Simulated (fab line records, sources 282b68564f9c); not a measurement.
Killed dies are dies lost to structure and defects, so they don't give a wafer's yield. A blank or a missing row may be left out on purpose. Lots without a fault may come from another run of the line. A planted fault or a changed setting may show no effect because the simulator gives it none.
Split-lot experiment | flow rit_cmos | 5 lots, 23 wafers read, on a route of 202 steps

THE SPLIT
At RIT_PSD_SOFTBAKE_02 (time 60 s), the setting temp_c was moved away from the recipe's 90 C on 8 of the 23 wafers read, by +1.3% to +3.9%. The other wafers ran this setting at the recipe's value.

The reading is taken at the split's own step.

THE READING
NOVOLAK_of_PSD_COAT_01.thk_nm (the simulator's own value, which no gauge read), in nm, at RIT_PSD_SOFTBAKE_02 (time 60 s). The file gives no usual value for it. The 15 wafers here that ran the recipe average 1003.2 nm, standard deviation 3.4 nm.

wafer  | tool, chamber at the split | temp_c as run, C | against the recipe | NOVOLAK_of_PSD_COAT_01.thk_nm, nm | against lot-mates on the recipe
L077.1 | litho_track-03, 0          | 91.17            | +1.3%              | 996.8                             | -4.9
L077.2 | litho_track-03, 0          | 90               | recipe             | 1001                              | -
L077.6 | litho_track-03, 0          | 90               | recipe             | 1001                              | -
L077.3 | litho_track-03, 0          | 91.17            | +1.3%              | 996.6                             | -5.1
L077.5 | litho_track-03, 0          | 90               | recipe             | 1003                              | -
L079.1 | litho_track-01, 0          | 93.47            | +3.9%              | 993.5                             | -13.0
L079.2 | litho_track-01, 0          | 90               | recipe             | 1008                              | -
L079.3 | litho_track-01, 0          | 93.47            | +3.9%              | 998.3                             | -8.2
L079.4 | litho_track-01, 0          | 90               | recipe             | 1005                              | -
L079.5 | litho_track-01, 0          | 93.47            | +3.9%              | 995.4                             | -11.1
L080.1 | litho_track-02, 0          | 90               | recipe             | 996                               | -
L080.2 | litho_track-02, 0          | 92.53            | +2.8%              | 990.5                             | -5.6
L080.3 | litho_track-02, 0          | 90               | recipe             | 996.2                             | -
L080.5 | litho_track-02, 0          | 92.53            | +2.8%              | 989.1                             | -7.0
L080.6 | litho_track-02, 0          | 92.53            | +2.8%              | 991.7                             | -4.4
L081.1 | litho_track-02, 0          | 90               | recipe             | 1004                              | -
L081.3 | litho_track-02, 0          | 90               | recipe             | 1004                              | -
L081.2 | litho_track-02, 0          | 90               | recipe             | 1008                              | -
L081.5 | litho_track-02, 0          | 90               | recipe             | 1006                              | -
L081.6 | litho_track-02, 0          | 90               | recipe             | 1005                              | -
L082.1 | litho_track-03, 0          | 90               | recipe             | 1004                              | -
L082.4 | litho_track-03, 0          | 90               | recipe             | 1005                              | -
L082.5 | litho_track-03, 0          | 90               | recipe             | 1002                              | -

THE FIT
A straight line over all 23 wafers: NOVOLAK_of_PSD_COAT_01.thk_nm changes by -2.8 nm for each +1% of temp_c; r = -0.75; the points scatter about the line by 3.8 nm.
The same after taking each lot's own level away (the mean of its wafers on the recipe; 23 wafers): -2.57 nm for each +1%; r = -0.93; scatter 1.6 nm.
On that fit, the largest move of temp_c shifts the reading by 9.9 nm.
The lots' own levels span 996.10 to 1006.50 nm, that is 3.0 times the standard deviation above.
So the lot-to-lot level blurs the effect unless lot-mates are compared.
Check: with one of the wafers moved furthest among these (+3.9%) left out of the fit, the line predicts -9.14 nm for it against its lot-mates. It came out at -13 nm against them.

OTHER SPLITS ON THESE WAFERS
These wafers also went through other splits before the reading. Each is held against what the fit with the lots' levels taken away leaves over:
other split on the same wafers | wafers away from the commonest value | r with NOVOLAK_of_PSD_COAT_01.thk_nm (lot level and that fit taken away)
RIT_NSD_SOFTBAKE_02 temp_c     | 7                                    | +0.12

THE FILE'S OWN FIT
NOVOLAK_of_PSD_COAT_01.thk_nm changes by -2.63 nm for each +1% of temp_c, r = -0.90.
